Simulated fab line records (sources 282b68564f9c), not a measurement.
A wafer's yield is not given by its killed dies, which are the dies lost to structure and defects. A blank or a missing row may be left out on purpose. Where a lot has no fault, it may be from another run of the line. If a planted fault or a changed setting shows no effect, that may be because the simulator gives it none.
Lot-split experiment :: flow rit cmos :: 19 wafers read across 5 lots, on a route 202 steps long

THE SPLIT
At RIT_M1_METAL_ETCH_12 (etches Al in Cl2/BCl3, stops on SiO2, time 165 s, target depth 600 nm), the setting rf w was moved away from the recipe's 250 W on 9 of the 19 wafers read, by -10.2% to +11.2%. The other wafers ran this setting at the recipe's value.

The reading is taken at the split's own step.

THE READING
NOVOLAK_of_M1_COAT_04.thk nm (the simulator's own value, which no gauge read), in nm, at RIT_M1_METAL_ETCH_12 (etches Al in Cl2/BCl3, stops on SiO2, time 165 s, target depth 600 nm). The file gives no usual value for it. Here, 10 wafers ran the recipe; their average is 808.4 nm with a standard deviation of 2.1 nm.

wafer: L076.1
tool, chamber at the split: rie metal-01, 0
rf w as run, W: 250
against the recipe: recipe
NOVOLAK_of_M1_COAT_04.thk nm, nm: 808.6
against lot-mates on the recipe: -

wafer: L076.2
tool, chamber at the split: rie metal-01, 1
rf w as run, W: 240.1
against the recipe: -4.0%
NOVOLAK_of_M1_COAT_04.thk nm, nm: 820
against lot-mates on the recipe: +12.0

wafer: L076.4
tool, chamber at the split: rie metal-01, 1
rf w as run, W: 240.1
against the recipe: -4.0%
NOVOLAK_of_M1_COAT_04.thk nm, nm: 823.2
against lot-mates on the recipe: +15.2

wafer: L076.5
tool, chamber at the split: rie metal-01, 1
rf w as run, W: 250
against the recipe: recipe
NOVOLAK_of_M1_COAT_04.thk nm, nm: 807.4
against lot-mates on the recipe: -

wafer: L076.6
tool, chamber at the split: rie metal-01, 0
rf w as run, W: 240.1
against the recipe: -4.0%
NOVOLAK_of_M1_COAT_04.thk nm, nm: 824.6
against lot-mates on the recipe: +16.6

wafer: L078.1
tool, chamber at the split: rie metal-03, 0
rf w as run, W: 250
against the recipe: recipe
NOVOLAK_of_M1_COAT_04.thk nm, nm: 811.1
against lot-mates on the recipe: -

wafer: L078.2
tool, chamber at the split: rie metal-03, 1
rf w as run, W: 278.1
against the recipe: +11.2%
NOVOLAK_of_M1_COAT_04.thk nm, nm: 767.8
against lot-mates on the recipe: -40.6

wafer: L078.3
tool, chamber at the split: rie metal-03, 1
rf w as run, W: 250
against the recipe: recipe
NOVOLAK_of_M1_COAT_04.thk nm, nm: 810.3
against lot-mates on the recipe: -

wafer: L078.4
tool, chamber at the split: rie metal-03, 0
rf w as run, W: 278.1
against the recipe: +11.2%
NOVOLAK_of_M1_COAT_04.thk nm, nm: 773.1
against lot-mates on the recipe: -35.3

wafer: L078.5
tool, chamber at the split: rie metal-03, 1
rf w as run, W: 250
against the recipe: recipe
NOVOLAK_of_M1_COAT_04.thk nm, nm: 803.9
against lot-mates on the recipe: -

wafer: L079.1
tool, chamber at the split: rie metal-01, 1
rf w as run, W: 250
against the recipe: recipe
NOVOLAK_of_M1_COAT_04.thk nm, nm: 807.1
against lot-mates on the recipe: -

wafer: L079.2
tool, chamber at the split: rie metal-01, 0
rf w as run, W: 224.5
against the recipe: -10.2%
NOVOLAK_of_M1_COAT_04.thk nm, nm: 845
against lot-mates on the recipe: +37.9

wafer: L079.5
tool, chamber at the split: rie metal-01, 0
rf w as run, W: 224.5
against the recipe: -10.2%
NOVOLAK_of_M1_COAT_04.thk nm, nm: 840.5
against lot-mates on the recipe: +33.4

wafer: L081.1
tool, chamber at the split: rie metal-03, 0
rf w as run, W: 250
against the recipe: recipe
NOVOLAK_of_M1_COAT_04.thk nm, nm: 808.9
against lot-mates on the recipe: -

wafer: L081.3
tool, chamber at the split: rie metal-03, 1
rf w as run, W: 250
against the recipe: recipe
NOVOLAK_of_M1_COAT_04.thk nm, nm: 811.1
against lot-mates on the recipe: -

wafer: L081.6
tool, chamber at the split: rie metal-03, 0
rf w as run, W: 250
against the recipe: recipe
NOVOLAK_of_M1_COAT_04.thk nm, nm: 807.2
against lot-mates on the recipe: -

wafer: L084.3
tool, chamber at the split: rie metal-03, 0
rf w as run, W: 241
against the recipe: -3.6%
NOVOLAK_of_M1_COAT_04.thk nm, nm: 820.6
against lot-mates on the recipe: +12.0

wafer: L084.4
tool, chamber at the split: rie metal-03, 1
rf w as run, W: 250
against the recipe: recipe
NOVOLAK_of_M1_COAT_04.thk nm, nm: 808.6
against lot-mates on the recipe: -

wafer: L084.6
tool, chamber at the split: rie metal-03, 0
rf w as run, W: 241
against the recipe: -3.6%
NOVOLAK_of_M1_COAT_04.thk nm, nm: 824
against lot-mates on the recipe: +15.4

THE FIT
A straight line over all 19 wafers: NOVOLAK_of_M1_COAT_04.thk nm changes by -3.41 nm for each +1% of rf w; r = -0.99; the points scatter about the line by 2.3 nm.
The same after taking each lot's own level away (the mean of its wafers on the recipe; 19 wafers): -3.46 nm for each +1%; r = -0.99; scatter 2.2 nm.
The reading moves by 39 nm for the largest change in rf w, on that fit.
Across the lots, their own levels run from 807.10 to 809.07 nm, a range of 0.9 times the standard deviation given above.
So the lot-to-lot level changes the slope little: the two slopes agree.
Check: for one of the wafers moved furthest among these (+11.2%), held out of the fit, the line's prediction against its lot-mates is -37.4 nm. Against them it came out at -40.6 nm.
Tool readings at the split's step, against how far the setting was moved: oes product au r = -0.17.

OTHER SPLITS ON THESE WAFERS
Other splits were also applied to these wafers ahead of the reading. Each is held against what the fit with the lots' levels taken away leaves over:
other split on the same wafers: RIT_PLDD_COAT_01 spin rpm
wafers away from the commonest value: 7
r with NOVOLAK_of_M1_COAT_04.thk nm (lot level and that fit taken away): +0.20

other split on the same wafers: RIT_NSD_IMPLANT_08 energy kev
wafers away from the commonest value: 4
r with NOVOLAK_of_M1_COAT_04.thk nm (lot level and that fit taken away): +0.06

other split on the same wafers: RIT_PSD_IMPLANT_08 energy kev
wafers away from the commonest value: 6
r with NOVOLAK_of_M1_COAT_04.thk nm (lot level and that fit taken away): -0.35

other split on the same wafers: RIT_SILICIDE_SPUTTER_01 power w
wafers away from the commonest value: 5
r with NOVOLAK_of_M1_COAT_04.thk nm (lot level and that fit taken away): -0.20

other split on the same wafers: RIT_M1_SPUTTER_00 time s
wafers away from the commonest value: 0
r with NOVOLAK_of_M1_COAT_04.thk nm (lot level and that fit taken away): -

other split on the same wafers: RIT_M1_EXPOSE_06 dose mj
wafers away from the commonest value: 7
r with NOVOLAK_of_M1_COAT_04.thk nm (lot level and that fit taken away): +0.19

FILE'S OWN FIT
NOVOLAK_of_M1_COAT_04.thk nm changes by -3.45 nm for each +1% of rf w, r = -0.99.
